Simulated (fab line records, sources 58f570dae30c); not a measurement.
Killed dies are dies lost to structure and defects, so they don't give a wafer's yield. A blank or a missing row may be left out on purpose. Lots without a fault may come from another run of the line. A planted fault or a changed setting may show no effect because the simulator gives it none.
Which tool did it? | flow berkeley_cmos170 | 15 lots, 45 wafers sampled, at 6 steps of a route of 331

WHAT THE GAUGES READ, wafer by wafer
UCB170_START_THK_MEAS_03.
lot  | measured    | on            | START_OXIDE_THK (nm)
L313 | day 1 15:04 | film_metro-02 | 19.8 19.7 20.0
L314 | day 1 23:09 | film_metro-01 | 19.6 19.8 19.9
L316 | day 2 08:34 | film_metro-02 | 20.3 20.1 20.0
L317 | day 2 13:26 | film_metro-02 | 19.6 19.5 19.8
L319 | day 2 23:14 | film_metro-03 | 19.6 20.0 19.8
L320 | day 2 23:15 | film_metro-02 | 20.0 19.3 19.4
L321 | day 3 06:59 | film_metro-03 | 20.4 20.4 20.3
L324 | day 3 23:13 | film_metro-02 | 19.6 19.9 19.7
L329 | day 4 22:57 | film_metro-03 | 19.6 19.8 19.8
L330 | day 5 04:13 | film_metro-03 | 20.2 19.8 20.0
L331 | day 5 09:53 | film_metro-02 | 20.3 20.1 20.4
L333 | day 5 17:04 | film_metro-03 | 19.7 20.2 19.8
L334 | day 6 00:54 | film_metro-03 | 19.3 19.8 19.7
L335 | day 6 04:50 | film_metro-01 | 19.9 20.1 19.9
L336 | day 6 11:11 | film_metro-03 | 20.2 20.2 20.3

UCB170_PWELL_THK_MEAS_06.
lot  | measured    | on            | PWELL_NITRIDE_THK (nm)
L313 | day 3 09:34 | film_metro-01 | 224.6 223.0 223.7
L314 | day 3 16:34 | film_metro-04 | 224.7 225.1 223.7
L316 | day 4 07:07 | film_metro-04 | 225.6 225.4 226.3
L317 | day 4 07:04 | film_metro-01 | 223.7 224.3 224.7
L319 | day 4 18:07 | film_metro-04 | 222.5 223.0 221.4
L320 | day 4 18:08 | film_metro-01 | 221.1 221.5 221.2
L321 | day 5 00:10 | film_metro-01 | 223.1 223.6 223.2
L324 | day 5 21:23 | film_metro-04 | 221.5 221.8 221.9
L329 | day 6 10:13 | film_metro-03 | 221.8 219.7 221.7
L330 | day 7 00:13 | film_metro-03 | 222.0 220.1 219.4
L331 | day 7 00:11 | film_metro-04 | 217.4 218.3 219.7
L333 | day 7 09:54 | film_metro-04 | 219.5 218.0 218.7
L334 | day 7 18:25 | film_metro-04 | 224.8 222.8 223.7
L335 | day 7 18:25 | film_metro-03 | 220.1 218.8 220.9
L336 | day 8 03:38 | film_metro-01 | 218.8 219.3 218.5

UCB170_FIELD_THK_MEAS_90.
lot  | measured     | on            | FIELD_OXIDE_LEFT_1_THK (nm)
L313 | day 5 12:22  | film_metro-03 | 425 416 420
L314 | day 6 00:21  | film_metro-03 | 433 439 433
L316 | day 6 16:10  | film_metro-04 | 457 446 445
L317 | day 6 16:10  | film_metro-03 | 452 451 455
L319 | day 7 00:34  | film_metro-01 | 484 479 487
L320 | day 7 00:35  | film_metro-04 | 472 475 473
L321 | day 7 07:00  | film_metro-03 | 470 469 470
L324 | day 8 01:40  | film_metro-03 | 440 446 442
L329 | day 8 17:16  | film_metro-01 | 443 448 446
L330 | day 9 10:14  | film_metro-01 | 437 436 434
L331 | day 9 10:13  | film_metro-04 | 466 459 467
L333 | day 9 20:34  | film_metro-04 | 452 445 444
L334 | day 10 06:57 | film_metro-03 | 441 444 445
L335 | day 10 06:58 | film_metro-04 | 439 437 436
L336 | day 10 19:53 | film_metro-04 | 433 440 435

UCB170_PVT_OVL_MEAS_06.
lot  | measured     | on         | PVT_OVL (nm)
L313 | day 6 09:49  | overlay-02 | -2 0 4
L314 | day 6 20:44  | overlay-01 | -5 3 2
L316 | day 7 14:30  | overlay-01 | -6 -7 4
L317 | day 7 14:13  | overlay-01 | 6 6 2
L319 | day 7 20:25  | overlay-02 | -8 3 4
L320 | day 7 21:03  | overlay-02 | 13 3 3
L321 | day 8 03:23  | overlay-01 | -10 7 5
L324 | day 8 22:37  | overlay-01 | -7 1 5
L329 | day 9 19:25  | overlay-02 | 12 10 -1
L330 | day 10 09:16 | overlay-01 | 9 8 -1
L331 | day 10 09:13 | overlay-02 | -10 5 3
L333 | day 10 21:32 | overlay-02 | -4 -9 -8
L334 | day 11 02:38 | overlay-01 | 5 -6 1
L335 | day 11 02:16 | overlay-01 | 4 3 -4
L336 | day 11 19:14 | overlay-02 | 1 -4 1

UCB170_FIELD_THK_MEAS_91.
lot  | measured     | on            | FIELD_OXIDE_LEFT_2_THK (nm)
L313 | day 6 10:13  | film_metro-04 | 337 328 332
L314 | day 6 21:08  | film_metro-01 | 345 351 346
L316 | day 7 14:55  | film_metro-01 | 368 357 357
L317 | day 7 14:38  | film_metro-04 | 363 363 367
L319 | day 7 20:49  | film_metro-01 | 397 392 400
L320 | day 7 21:28  | film_metro-04 | 382 386 384
L321 | day 8 03:48  | film_metro-03 | 383 381 383
L324 | day 8 23:05  | film_metro-03 | 353 359 355
L329 | day 9 20:32  | film_metro-01 | 355 361 359
L330 | day 10 09:44 | film_metro-01 | 350 349 346
L331 | day 10 09:39 | film_metro-04 | 377 371 379
L333 | day 10 22:06 | film_metro-04 | 364 357 357
L334 | day 11 03:14 | film_metro-03 | 353 355 357
L335 | day 11 02:41 | film_metro-01 | 351 349 348
L336 | day 11 19:49 | film_metro-01 | 345 351 346

WHICH TOOL RAN EACH LOT (tool, then ch and the chambers of the sampled wafers, then the start)
lot  | UCB170_FIELD_WET_ETCH_05
L313 | wet_bench-03 ch 0, day 5 08:32
L314 | wet_bench-02 ch 2, day 5 20:49
L316 | wet_bench-04 ch 3, day 6 12:31
L317 | wet_bench-04 ch 1, day 6 12:31
L319 | wet_bench-04 ch 3, day 6 21:03
L320 | wet_bench-04 ch 2, day 6 21:03
L321 | wet_bench-03 ch 2, day 7 03:29
L324 | wet_bench-02 ch 2, day 7 22:09
L329 | wet_bench-03 ch 2, day 8 13:43
L330 | wet_bench-03 ch 0, day 9 02:58
L331 | wet_bench-03 ch 1, day 9 02:58
L333 | wet_bench-03 ch 2, day 9 16:25
L334 | wet_bench-03 ch 0, day 10 03:23
L335 | wet_bench-03 ch 0, day 10 03:23
L336 | wet_bench-03 ch 1, day 10 15:17
- UCB170_FIELD_WET_ETCH_05: etches Si3N4 in H3PO4, time 12320 s.

WHAT THE TOOLS THEMSELVES READ (means of the sampled wafers that have a number; where no wafer has one, the mark that the record gives instead)
UCB170_FIELD_WET_ETCH_05.
lot  | tool         | bath_guard_temp_C (C) | bath_heat_duty_pct (%)
L313 | wet_bench-03 | 160.1                 | 27
L314 | wet_bench-02 | 159.0                 | 23
L316 | wet_bench-04 | 159.3                 | 34
L317 | wet_bench-04 | 159.4                 | 28
L319 | wet_bench-04 | -                     | -
L320 | wet_bench-04 | -                     | -
L321 | wet_bench-03 | -                     | -
L324 | wet_bench-02 | 158.8                 | 24
L329 | wet_bench-03 | 159.6                 | 25
L330 | wet_bench-03 | 159.9                 | 27
L331 | wet_bench-03 | 159.9                 | 29
L333 | wet_bench-03 | 159.5                 | 23
L334 | wet_bench-03 | 160.0                 | 26
L335 | wet_bench-03 | 160.2                 | 26
L336 | wet_bench-03 | 159.9                 | 29

THE ANSWER, worked out from the rows above alone
Rule: what is usual is taken from the lots themselves. Put in order of their means at a reading, lots are off if they are a third of the lots or fewer, leave a main group of 4 or more, and stand apart from it by a gap of 3 or more times the standard deviation of the main group's means; of several such gaps the widest counts. A main group whose means are all the same, to the digits that the tables above print for the reading, isn't used. A lot without any number at a reading at which 4 lots or more have one is off too. The other lots that the step has rows for count as sound. The gauges are gone through in route order, then the tools' own readings, and for those a lot's mean is taken as printed above. The first step at which some lot is off is used, and at that step the reading that is off furthest; a lot without a number counts as furthest.
Off: L319, L320, L321, at UCB170_FIELD_WET_ETCH_05 (bath_guard_temp_C). Without a number there: L319, L320, L321. The main group: mean 159.6 C, standard deviation 0.42.
A tool fits if, at that step or a process step before it, it ran every lot that is off, and no sound lot after the first of them. None of those tried fits.

WHAT THE SIMULATOR HAD PUT IN
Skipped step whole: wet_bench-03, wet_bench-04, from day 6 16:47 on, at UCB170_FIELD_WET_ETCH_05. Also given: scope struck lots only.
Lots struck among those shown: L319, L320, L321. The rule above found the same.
